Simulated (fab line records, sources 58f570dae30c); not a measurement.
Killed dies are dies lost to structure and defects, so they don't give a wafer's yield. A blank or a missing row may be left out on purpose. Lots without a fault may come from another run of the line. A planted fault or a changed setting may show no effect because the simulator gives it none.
Which tool did it? | flow berkeley_cmos170 | 14 lots, 42 wafers sampled, at 4 steps of a route of 331

WHAT THE GAUGES READ, wafer by wafer
UCB170_NSD_TW_MEAS_10.
lot  | measured     | on            | NSD_TW
L759 | day 7 00:16  | film_metro-04 | 4153 4153 4187
L758 | day 7 00:19  | film_metro-02 | 4251 4214 4227
L760 | day 7 01:08  | film_metro-04 | 4146 4170 4176
L762 | day 7 13:14  | film_metro-01 | 4165 4168 4185
L764 | day 8 00:07  | film_metro-02 | 4228 4218 4236
L763 | day 8 00:20  | film_metro-04 | 4143 4140 4145
L766 | day 8 04:59  | film_metro-02 | 4196 4221 4215
L769 | day 9 10:23  | film_metro-02 | 4224 4234 4221
L772 | day 9 20:58  | film_metro-04 | 4138 4148 4154
L771 | day 9 21:13  | film_metro-01 | 3697 3680 3702
L770 | day 9 21:32  | film_metro-01 | 3684 3681 3690
L777 | day 10 00:19 | film_metro-01 | 4193 4167 4181
L775 | day 10 09:29 | film_metro-02 | 4232 4193 4198
L780 | day 11 08:55 | film_metro-01 | 4167 4182 4201

UCB170_SDANNEAL_RS_MEAS_03: measures by four-point-probe.
lot  | measured     | on            | NSD_RS (ohm/sq)
L759 | day 7 01:46  | film_metro-04 | 37.34 37.34 37.35
L758 | day 7 02:05  | film_metro-01 | 37.25 37.09 37.08
L760 | day 7 02:53  | film_metro-01 | 37.15 37.17 37.05
L762 | day 7 14:41  | film_metro-01 | 37.28 37.25 37.25
L764 | day 8 02:15  | film_metro-01 | 37.22 37.37 37.29
L763 | day 8 02:01  | film_metro-04 | 37.12 37.03 37.00
L766 | day 8 06:23  | film_metro-01 | 37.07 37.25 37.12
L769 | day 9 11:35  | film_metro-04 | 37.26 37.23 37.12
L772 | day 9 22:29  | film_metro-01 | 37.07 37.00 37.06
L771 | day 9 23:04  | film_metro-02 | 68.97 68.55 68.94
L770 | day 9 23:30  | film_metro-04 | 68.81 68.54 68.66
L777 | day 10 01:47 | film_metro-04 | 37.26 37.28 37.28
L775 | day 10 10:41 | film_metro-04 | 37.20 37.35 37.15
L780 | day 11 10:08 | film_metro-04 | 37.27 37.20 37.18

WHICH TOOL RAN EACH LOT (tool, then ch and the chambers of the sampled wafers, then the start)
lot  | UCB170_NSD_IMPLANT_08           | UCB170_NSD_STRIP_09
L759 | implanter-04 ch 0, day 7 00:01  | plasma_asher-02 ch 0,1, day 7 00:10
L758 | implanter-03 ch 0, day 7 00:04  | plasma_asher-03 ch 1, day 7 00:13
L760 | implanter-04 ch 0, day 7 00:55  | plasma_asher-04 ch 0,1, day 7 01:01
L762 | implanter-02 ch 0, day 7 13:01  | plasma_asher-03 ch 0,1, day 7 13:08
L764 | implanter-04 ch 0, day 7 23:53  | plasma_asher-02 ch 0,1, day 8 00:01
L763 | implanter-03 ch 0, day 8 00:05  | plasma_asher-04 ch 0,1, day 8 00:14
L766 | implanter-03 ch 0, day 8 04:45  | plasma_asher-03 ch 0,1, day 8 04:52
L769 | implanter-04 ch 0, day 9 10:08  | plasma_asher-04 ch 0,1, day 9 10:17
L772 | implanter-02 ch 0, day 9 20:43  | plasma_asher-02 ch 0,1, day 9 20:52
L771 | implanter-04 ch 0, day 9 20:58  | plasma_asher-04 ch 0,1, day 9 21:07
L770 | implanter-04 ch 0, day 9 21:18  | plasma_asher-04 ch 1, day 9 21:25
L777 | implanter-02 ch 0, day 10 00:05 | plasma_asher-02 ch 0,1, day 10 00:13
L775 | implanter-02 ch 0, day 10 09:14 | plasma_asher-03 ch 0,1, day 10 09:23
L780 | implanter-03 ch 0, day 11 08:41 | plasma_asher-02 ch 0,1, day 11 08:48
- UCB170_NSD_IMPLANT_08
- UCB170_NSD_STRIP_09: strips in O2.

WHAT THE TOOLS THEMSELVES READ (means of the sampled wafers that have a number; where no wafer has one, the mark that the record gives instead)
UCB170_NSD_IMPLANT_08.
lot  | tool         | dose_ions_cm2 | end_station_pressure_torr (Torr) | faraday_current_uA
L759 | implanter-04 | 3.000e+15     | 1.28e-05                         | 9302
L758 | implanter-03 | 2.997e+15     | 1.22e-05                         | 9431
L760 | implanter-04 | 3.003e+15     | 1.29e-05                         | 9386
L762 | implanter-02 | 3.001e+15     | 1.21e-05                         | 9358
L764 | implanter-04 | 2.998e+15     | 1.29e-05                         | 9277
L763 | implanter-03 | 2.999e+15     | 1.27e-05                         | 9385
L766 | implanter-03 | 2.996e+15     | 1.28e-05                         | 9188
L769 | implanter-04 | 3.001e+15     | 1.24e-05                         | 9373
L772 | implanter-02 | 3.001e+15     | 1.25e-05                         | 9271
L771 | implanter-04 | 1.200e+15     | 7.83e-06                         | 3702
L770 | implanter-04 | 1.198e+15     | 7.77e-06                         | 3736
L777 | implanter-02 | 3.003e+15     | 1.28e-05                         | 9409
L775 | implanter-02 | 3.002e+15     | 1.24e-05                         | 9232
L780 | implanter-03 | 3.001e+15     | 1.31e-05                         | 9365

UCB170_NSD_STRIP_09.
lot  | tool            | drypump_motor_current_A (A) | oes_product_au (a.u.) | strip_time_to_endpoint_s (s)
L759 | plasma_asher-02 | 5.6                         | 0.537                 | 35.90
L758 | plasma_asher-03 | 5.6                         | 0.535                 | 35.80
L760 | plasma_asher-04 | 5.2                         | 0.539                 | 35.94
L762 | plasma_asher-03 | 5.4                         | 0.535                 | 35.79
L764 | plasma_asher-02 | 5.7                         | 0.536                 | 35.86
L763 | plasma_asher-04 | 5.5                         | 0.530                 | 35.88
L766 | plasma_asher-03 | 5.4                         | 0.535                 | 35.90
L769 | plasma_asher-04 | 5.5                         | 0.529                 | 35.81
L772 | plasma_asher-02 | 5.7                         | 0.530                 | 35.92
L771 | plasma_asher-04 | 5.2                         | 0.618                 | 27.83
L770 | plasma_asher-04 | 5.9                         | 0.622                 | 27.82
L777 | plasma_asher-02 | 5.6                         | 0.533                 | 35.74
L775 | plasma_asher-03 | 5.2                         | 0.540                 | 35.79
L780 | plasma_asher-02 | 5.7                         | 0.533                 | 35.97

THE ANSWER, worked out from the rows above alone
Rule: what is usual is taken from the lots themselves. Put in order of their means at a reading, lots are off if they are a third of the lots or fewer, leave a main group of 4 or more, and stand apart from it by a gap of 3 or more times the standard deviation of the main group's means; of several such gaps the widest counts. A main group whose means are all the same, to the digits that the tables above print for the reading, isn't used. A lot without any number at a reading at which 4 lots or more have one is off too. The other lots that the step has rows for count as sound. The gauges are gone through in route order, then the tools' own readings, and for those a lot's mean is taken as printed above. The first step at which some lot is off is used, and at that step the reading that is off furthest; a lot without a number counts as furthest.
Off: L771, L770, at UCB170_NSD_TW_MEAS_10 (NSD_TW). The main group: mean 4188, standard deviation 30.
A tool fits if, at a process step before that reading, it ran every lot that is off, and no sound lot after the first of them. The gauges at UCB170_NSD_TW_MEAS_10 aren't tried: what is off there is off at UCB170_SDANNEAL_RS_MEAS_03 too, on other tools, and a gauge's error can't cause that. Can't be told from this: 2 tools fit, implanter-04 at UCB170_NSD_IMPLANT_08, plasma_asher-04 at UCB170_NSD_STRIP_09.

WHAT THE SIMULATOR HAD PUT IN
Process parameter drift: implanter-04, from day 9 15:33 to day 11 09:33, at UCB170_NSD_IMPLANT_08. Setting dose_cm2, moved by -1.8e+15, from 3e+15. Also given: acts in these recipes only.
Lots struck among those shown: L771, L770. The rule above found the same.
